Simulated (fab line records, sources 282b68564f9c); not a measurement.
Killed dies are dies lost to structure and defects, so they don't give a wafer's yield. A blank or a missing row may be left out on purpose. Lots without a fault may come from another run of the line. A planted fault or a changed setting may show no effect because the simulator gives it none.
Which tool did it? | flow rit_cmos | 14 lots, 42 wafers sampled, at 1 step of a route of 202

WHAT THE GAUGES READ, wafer by wafer
The record holds no reading of a measuring or inspecting step that can be judged against a usual standard deviation.

WHICH TOOL RAN EACH LOT (tool, then ch and the chambers of the sampled wafers, then the start)
lot  | RIT_GATE_OXIDATION_05
L751 | furnace-01 ch 0, day 2 12:25
L754 | furnace-04 ch 0, day 3 00:04
L757 | furnace-01 ch 0, day 3 15:04
L758 | furnace-01 ch 0, day 3 20:40
L759 | furnace-03 ch 0, day 4 01:33
L761 | furnace-03 ch 0, day 4 10:03
L762 | furnace-01 ch 0, day 4 17:38
L763 | furnace-04 ch 0, day 4 21:33
L765 | furnace-01 ch 0, day 5 06:55
L767 | furnace-04, day 5 15:58
L768 | furnace-03, day 5 20:30
L769 | furnace-03 ch 0, day 6 07:00
L773 | furnace-03 ch 0, day 6 21:59
L774 | furnace-01 ch 0, day 7 03:03
- RIT_GATE_OXIDATION_05: target thk 3 nm, ox time 270 s.

WHAT THE TOOLS THEMSELVES READ (means of the sampled wafers that have a number; where no wafer has one, the mark that the record gives instead)
RIT_GATE_OXIDATION_05.
lot  | tool       | ox_temp_c (C) | ox_temp_c_max | tube_center_temp_C_max
L751 | furnace-01 | 900.6         | 903.3         | 902.1
L754 | furnace-04 | 900.1         | 907.1         | 902.3
L757 | furnace-01 | 900.4         | 903.1         | 902.7
L758 | furnace-01 | 899.9         | 902.8         | 902.0
L759 | furnace-03 | 899.9         | 905.7         | 902.3
L761 | furnace-03 | 899.7         | 905.3         | 902.0
L762 | furnace-01 | 899.9         | 902.9         | 902.2
L763 | furnace-04 | 900.0         | 907.7         | 902.5
L765 | furnace-01 | 900.1         | 903.0         | 902.1
L767 | furnace-04 | -             | -             | -
L768 | furnace-03 | -             | -             | -
L769 | furnace-03 | 900.7         | 905.7         | 902.4
L773 | furnace-03 | 900.0         | 905.1         | 902.5
L774 | furnace-01 | 900.1         | 902.8         | 902.4

THE ANSWER, worked out from the rows above alone
Rule: what is usual is taken from the lots themselves. Put in order of their means at a reading, lots are off if they are a third of the lots or fewer, leave a main group of 4 or more, and stand apart from it by a gap of 3 or more times the standard deviation of the main group's means; of several such gaps the widest counts. A main group whose means are all the same, to the digits that the tables above print for the reading, isn't used. A lot without any number at a reading at which 4 lots or more have one is off too. The other lots that the step has rows for count as sound. The gauges are gone through in route order, then the tools' own readings, and for those a lot's mean is taken as printed above. The first step at which some lot is off is used, and at that step the reading that is off furthest; a lot without a number counts as furthest.
Off: L767, L768, at RIT_GATE_OXIDATION_05 (ox_temp_c). Without a number there: L767, L768. The main group: mean 900.1 C, standard deviation 0.29.
A tool fits if, at that step or a process step before it, it ran every lot that is off, and no sound lot after the first of them. None of those tried fits.

WHAT THE SIMULATOR HAD PUT IN
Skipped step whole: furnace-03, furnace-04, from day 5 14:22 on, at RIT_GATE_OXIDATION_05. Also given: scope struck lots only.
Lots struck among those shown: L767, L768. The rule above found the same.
